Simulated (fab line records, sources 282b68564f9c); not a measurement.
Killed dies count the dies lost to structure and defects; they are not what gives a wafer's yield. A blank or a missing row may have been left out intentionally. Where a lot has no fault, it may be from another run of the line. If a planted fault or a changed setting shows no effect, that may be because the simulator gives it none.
fab line records	flow rit-cmos
[record] lots = 15	wafers = 45	last-day = 7
route steps=202 shown PRETRO@74 PLDD@123 CONTACT@177 M1@197
lots that met no fault: from a run of the same line without faults
start-h: hours from the record's opening day to when the first of the lot's shown wafers began	wait-h: time in hours since the lot's previous step	" identical to the entry in the row above	L1.1+2: a row that stands for several wafers	- either no value or no given start	* or withheld: withheld	< > ~ a bound
route shown NAME@n: NAME is a module with steps in the file, n the number in the route of the first one	usual: mean/standard deviation of fault-free wafers	same: alike in all rows	chamber/n: place in a boat	sites: per-site readings	_std_site: the standard deviation of these	_edge_site: the outer-site mean with the inner-site mean subtracted	radius-mm: for every site, how far away it sits from the centre of the wafer	mask NAME#n: copy n	behind: the last tool/chamber to shape the wafer	hold: why the lot was held/for how many hours/how that ended	device: whichever transistor did not switch (one of n, p or np)	end of line: tests of these same wafers at the route's end	a step without rows: its recipe alone	killed: not the wafer's yield, but the dies lost to structure and defects at the first sort	map: a wafer's dies, marking killed ones x, the rest . and places with no die _
set.NAME: the setting the step ran with; set.NAME@STEP: the setting that earlier step ran with	model.NAME: the simulator's own value behind a step, which no gauge read
a sample of lots followed through the steps of the route, with each step as a table and each wafer as a row
services: when a tool's chamber went out of use (start-h, in hours from the record's first day, below 0 if earlier), for how many hours, and the reason
[[steps]]
[step RIT_PRETRO_TW_MEAS_10]
[usual] PRETRO_TW = 474/6
lot.wafer	tool	chamber	start-h	wait-h	PRETRO_TW
L490.2	film-metro-02	-	31.33	0.1	483
L490.4	"	-	"	"	485
L490.5	"	-	"	"	483
L493.1	film-metro-04	-	47.34	0.1	472
L493.3	"	-	"	"	471
L493.5	"	-	"	"	472
L495.3	film-metro-01	-	56.35	0.1	468
L495.4	"	-	"	"	468
L495.6	"	-	"	"	469
L496.1	film-metro-02	-	61.49	0.1	484
L496.2	"	-	"	"	482
L496.4	"	-	"	"	483
L497.2	film-metro-04	-	67.31	0.1	469
L497.3	"	-	"	"	470
L497.6	"	-	"	"	471
L498.1	film-metro-01	-	72.37	0.1	468
L498.2	"	-	"	"	467
L498.4	"	-	"	"	468
L501.1	film-metro-02	-	86.62	0.1	480
L501.5	"	-	"	"	484
L501.6	"	-	"	"	479
L500.1	film-metro-04	-	88.97	0.1	468
L500.3	"	-	"	"	469
L500.4	"	-	"	"	471
L502.1	film-metro-04	-	92.09	0.1	470
L502.5	"	-	"	"	470
L502.6	"	-	"	"	470
L503.3	film-metro-01	-	96.36	0.1	471
L503.4	"	-	"	"	470
L503.5	"	-	"	"	470
L505.3	film-metro-02	-	107.54	0.1	482
L505.4	"	-	"	"	484
L505.5	"	-	"	"	480
L508.2	film-metro-02	-	122.17	0.1	477
L508.4	"	-	"	"	480
L508.6	"	-	"	"	478
L509.1	film-metro-04	-	128.30	0.1	469
L509.3	"	-	"	"	466
L509.6	"	-	"	"	470
L510.1	film-metro-04	-	136.45	0.1	472
L510.3	"	-	"	"	470
L510.6	"	-	"	"	468
L511.1	film-metro-02	-	138.44	0.1	481
L511.4	"	-	"	"	479
L511.6	"	-	"	"	481
[step RIT_PLDD_STRIP_09]
[recipe] chemistry = O2	time-s = 180	resist = NOVOLAK	platen-temp-c = withheld	power-w = 500	pressure-mtorr = 4000	o2-flow-sccm = 4000
[usual] drypump-motor-current-A = 5.9/0.32	run-length-s = 208.4/0.35
lot.wafer	tool	chamber	start-h	wait-h	drypump-motor-current-A	rf-hours-counter-h	run-length-s
L490.2	plasma-asher-03	1	43.17	0.1	6.0	40	207.8
L490.4	"	0	"	"	6.1	-	208.6
L490.5	"	1	"	"	6.0	-	207.9
L493.1	plasma-asher-03	1	59.82	0.1	6.0	42	207.8
L493.3	"	1	"	"	6.0	-	208.2
L493.5	"	0	"	"	6.2	-	208.2
L495.3	plasma-asher-01	1	68.71	0.1	5.9	-	208.7
L495.4	"	0	"	"	5.8	-	208.0
L495.6	"	1	"	"	5.9	-	208.4
L496.1	plasma-asher-03	1	73.19	0.1	6.0	43	208.2
L496.2	"	0	"	"	6.2	43	208.4
L496.4	"	0	"	"	6.2	-	208.8
L497.2	plasma-asher-03	0	80.86	0.1	6.1	44	208.4
L497.3	"	0	"	"	6.1	-	208.4
L497.6	"	1	"	"	6.0	-	208.1
L498.1	plasma-asher-03	0	83.72	0.1	6.2	44	208.3
L498.2	"	1	"	"	6.0	44	208.0
L498.4	"	1	"	"	6.0	-	208.0
L501.1	plasma-asher-03	0	99.51	0.1	6.1	46	208.7
L501.5	"	1	"	"	6.0	-	207.9
L501.6	"	0	"	"	6.1	-	208.4
L500.1	plasma-asher-03	0	103.03	0.1	6.1	45	208.6
L500.3	"	0	"	"	6.2	-	208.1
L500.4	"	1	"	"	6.0	-	208.2
L502.1	plasma-asher-04	1	103.42	0.1	5.2	30	208.6
L502.5	"	0	"	"	6.4	-	208.2
L502.6	"	1	"	"	5.2	-	208.8
L503.3	plasma-asher-01	1	108.31	0.1	5.9	-	209.1
L503.4	"	0	"	"	5.8	-	208.3
L503.5	"	0	"	"	5.8	-	208.0
L505.3	plasma-asher-04	0	120.43	0.1	6.4	-	208.3
L505.4	"	1	"	"	5.2	-	208.8
L505.5	"	1	"	"	5.2	-	209.2
L508.2	plasma-asher-04	0	137.47	0.1	6.4	34	208.5
L508.4	"	1	"	"	5.2	-	209.1
L508.6	"	0	"	"	6.3	-	208.2
L509.1	plasma-asher-04	0	139.90	0.1	6.3	34	208.1
L509.3	"	0	"	"	6.4	-	208.2
L509.6	"	1	"	"	5.2	-	209.1
L510.1	plasma-asher-03	0	151.96	0.1	6.2	52	208.2
L510.3	"	1	"	"	6.0	-	208.3
L510.6	"	0	"	"	6.2	-	208.3
L511.1	plasma-asher-04	0	152.26	0.1	6.4	36	208.0
L511.4	"	0	"	"	6.4	-	208.4
L511.6	"	0	"	"	6.4	-	208.3
[step RIT_CONTACT_OVL_MEAS_09]
[usual] CONTACT_OVL = 1.5/1.5
lot.wafer	tool	chamber	start-h	wait-h	CONTACT_OVL[nm]
L490.2	overlay-01	-	51.80	0.1	2.1
L490.4	"	-	"	"	1.2
L490.5	"	-	"	"	1.6
L493.1	overlay-01	-	68.25	0.1	1.5
L493.3	"	-	"	"	4.7
L493.5	"	-	"	"	2.1
L495.3	overlay-02	-	77.71	0.1	0.5
L495.4	"	-	"	"	1.9
L495.6	"	-	"	"	2.4
L496.1	overlay-01	-	81.94	0.1	0.6
L496.2	"	-	"	"	1.8
L496.4	"	-	"	"	0.4
L497.2	overlay-02	-	89.53	0.1	0.5
L497.3	"	-	"	"	-1.0
L497.6	"	-	"	"	0.7
L498.1	overlay-02	-	92.10	0.1	1.5
L498.2	"	-	"	"	0.9
L498.4	"	-	"	"	0.9
L501.1	overlay-02	-	109.04	0.1	3.8
L501.5	"	-	"	"	3.8
L501.6	"	-	"	"	2.4
L502.1	overlay-01	-	111.85	0.1	4.8
L502.5	"	-	"	"	4.7
L502.6	"	-	"	"	4.4
L500.1	overlay-02	-	113.96	0.1	-0.2
L500.3	"	-	"	"	0.5
L500.4	"	-	"	"	0.7
L503.3	overlay-01	-	116.77	0.1	-0.1
L503.4	"	-	"	"	2.0
L503.5	"	-	"	"	0.0
L505.3	overlay-02	-	129.80	0.1	0.9
L505.4	"	-	"	"	0.6
L505.5	"	-	"	"	0.7
L508.2	overlay-02	-	146.43	0.1	1.3
L508.4	"	-	"	"	1.7
L508.6	"	-	"	"	0.7
L509.1	overlay-02	-	148.21	0.1	1.3
L509.3	"	-	"	"	2.5
L509.6	"	-	"	"	0.7
L510.1	overlay-02	-	160.48	0.1	0.7
L510.3	"	-	"	"	-0.4
L510.6	"	-	"	"	1.6
L511.1	overlay-01	-	160.72	0.1	1.6
L511.4	"	-	"	"	3.1
L511.6	"	-	"	"	2.8
[step RIT_M1_STRIP_13]
[recipe] chemistry = nmp	resist = NOVOLAK	temp-c = 80	time-s = 600	dry = n2-spin
[usual] bath-guard-temp-C = 79.9/0.56	run-length-s = 630/4.2
lot.wafer	tool	chamber	start-h	wait-h	bath-guard-temp-C	run-length-s
L490.2	wet-bench-03	3	54.94	0.1	80.0	626
L490.4	"	3	"	"	79.7	626
L490.5	"	3	"	"	79.8	626
L493.1	wet-bench-02	2	71.20	0.1	80.2	635
L493.3	"	2	"	"	79.9	635
L493.5	"	2	"	"	80.2	635
L495.3	wet-bench-03	1	80.90	0.1	79.3	635
L495.4	"	1	"	"	79.1	635
L495.6	"	1	"	"	79.3	635
L496.1	wet-bench-01	3	85.15	0.1	80.1	634
L496.2	"	3	"	"	80.1	634
L496.4	"	3	"	"	80.1	634
L497.2	wet-bench-01	2	92.76	0.1	79.0	635
L497.3	"	2	"	"	79.4	635
L497.6	"	2	"	"	79.0	635
L498.1	wet-bench-02	3	95.30	0.1	79.7	625
L498.2	"	3	"	"	79.8	625
L498.4	"	3	"	"	79.8	625
L501.1	wet-bench-03	1	112.43	0.1	79.5	626
L501.5	"	1	"	"	79.3	626
L501.6	"	1	"	"	79.4	626
L502.1	wet-bench-02	1	114.93	0.1	80.8	568
L502.5	"	1	"	"	80.7	568
L502.6	"	1	"	"	80.1	568
L500.1	wet-bench-02	3	116.94	0.1	79.7	566
L500.3	"	3	"	"	79.5	566
L500.4	"	3	"	"	79.7	566
L503.3	wet-bench-02	1	119.91	0.1	80.3	568
L503.4	"	1	"	"	80.6	568
L503.5	"	1	"	"	80.7	568
L505.3	wet-bench-03	1	132.88	0.1	79.5	625
L505.4	"	1	"	"	79.4	625
L505.5	"	1	"	"	79.6	625
L508.2	wet-bench-03	0	149.37	0.1	79.1	625
L508.4	"	0	"	"	78.7	625
L508.6	"	0	"	"	78.8	625
L509.1	wet-bench-01	0	151.20	0.1	79.8	626
L509.3	"	0	"	"	80.0	626
L509.6	"	0	"	"	79.8	626
L510.1	wet-bench-01	1	163.57	0.1	79.7	633
L510.3	"	1	"	"	80.0	633
L510.6	"	1	"	"	80.0	633
L511.1	wet-bench-03	0	163.96	0.1	79.0	626
L511.4	"	0	"	"	78.7	626
L511.6	"	0	"	"	78.6	626
[step RIT_M1_PROBE_99]
[usual] killed_at_M0_to_M3 = 0.0/0.19	killed-at-contacts = 0.1/0.27	killed-at-front-end = 6.4/2.9	killed-dies = 6.5/3	killed-open = 3.3/1.9	killed-short = 3.2/1.7
[same] gross-dies = 264	killed_at_M4_up = 0	killed-at-back-side = 0	killed-at-other = 0
lot.wafer	tool	chamber	start-h	wait-h	killed_at_M0_to_M3	killed-at-contacts	killed-at-front-end	killed-dies	killed-open	killed-short
L497.2	prober-01	-	94.93	0.1	0	0	2	2	2	0
L497.3	prober-01	-	94.98	0.2	0	0	7	7	3	4
L497.6	prober-01	-	95.13	0.2	0	0	6	6	3	3
L500.1	prober-02	-	119.05	0.1	0	0	2	2	1	1
L500.3	prober-02	-	119.15	0.2	0	0	5	5	2	3
L500.4	prober-02	-	119.20	0.2	0	0	6	6	2	4
L503.3	prober-01	-	125.42	0.2	0	0	6	6	4	2
L503.4	prober-01	-	125.47	0.2	0	0	7	7	1	6
L503.5	prober-01	-	125.52	0.2	0	0	5	5	2	3
L510.1	prober-02	-	165.68	0.1	0	0	6	6	2	4
L510.3	prober-02	-	165.78	0.2	0	0	5	5	1	4
L510.6	prober-02	-	165.93	0.2	0	0	6	6	4	2
// killed by level:class
L497.2 FOX1:geometric-particle:open=1 REOX:geometric-particle:open=1
L497.3 FOX1:geometric-particle:open=2 SPACER:geometric-particle:short=2 FOX2:geometric-particle:short=1 REOX:geometric-particle:open=1 SILICIDE:geometric-particle:short=1
L497.6 REOX:geometric-particle:short=2 GATE:geometric-particle:short=1 GATE:geometric-particle:open=1 REOX:geometric-particle:open=1 SPACER:geometric-particle:open=1
L500.1 GATE:geometric-particle:open=1 SPACER:geometric-particle:short=1
L500.3 GATE:geometric-particle:short=2 REOX:geometric-particle:open=1 REOX:geometric-particle:short=1 SILICIDE:geometric-particle:open=1
L500.4 SPACER:geometric-particle:short=2 FOX1:geometric-particle:open=1 GATE:geometric-particle:short=1 REOX:geometric-particle:short=1 SILICIDE:geometric-particle:open=1
L503.3 GATE:geometric-particle:open=3 GATE:geometric-particle:short=1 REOX:geometric-particle:short=1 REOX:geometric-particle:open=1
L503.4 SPACER:geometric-particle:short=3 ACTIVE:geometric-particle:short=1 GATE:geometric-particle:short=1 GATE:geometric-particle:open=1 SILICIDE:geometric-particle:short=1
L503.5 REOX:geometric-particle:short=2 FOX1:geometric-particle:open=1 FOX1:geometric-particle:short=1 GATE:geometric-particle:open=1
L510.1 GATE:geometric-particle:short=2 REOX:geometric-particle:short=2 FOX1:geometric-particle:open=1 SILICIDE:geometric-particle:open=1
L510.3 GATE:geometric-particle:short=3 FOX2:geometric-particle:open=1 SPACER:geometric-particle:short=1
L510.6 GATE:geometric-particle:open=2 REOX:geometric-particle:open=2 FOX1:geometric-particle:short=1 GATE:geometric-particle:short=1
[[services]]
tool	chamber	start-h	hours	kind
plasma-asher-01	-	27.67	0.6	repair
wet-bench-01	-	69.76	3.5	repair
wet-bench-01	-	92.97	1.9	pm
wet-bench-03	-	139.15	2.4	repair
plasma-asher-01	-	144.01	10.0	pm
wet-bench-03	-	151.04	1.9	pm
[[key]]
[first-sign] step = RIT_M1_STRIP_13	reading = run-length-s	direction = down	sigmas = 15	usual = *	struck = *
effect none on later readings
met-at RIT_M1_STRIP_13
struck-lots L500,L502,L503
tester-left-out L500,L502
not-acting-at RIT_PRETRO_TW_MEAS_10,RIT_PLDD_STRIP_09,RIT_CONTACT_OVL_MEAS_09
onset-between 95.30 114.93
[earlier-fault] kind = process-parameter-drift	tool = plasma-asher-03	chamber = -	onset-h = 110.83	steps = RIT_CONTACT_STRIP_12	channel = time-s	offset = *	shape = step	acts-in = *	stated = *
[earlier-fault] kind = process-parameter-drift	tool = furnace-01	chamber = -	onset-h = 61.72	steps = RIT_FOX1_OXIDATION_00	channel = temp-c	offset = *	shape = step	end-h = 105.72	acts-in = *	stated = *
[fault] kind = process-parameter-drift	tool = wet-bench-02	chamber = -	onset-h = 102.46	steps = RIT_M1_STRIP_13	channel = time-s	offset = *	shape = step	acts-in = *	stated = *
// tester-left-out: of these lots the tester's yield and bins aren't shown, on N5 and GAA mostly nor the transistor test; their killed dies are dies lost to structure and defects alone, not to doping, threshold or leakage, so they don't give the yield
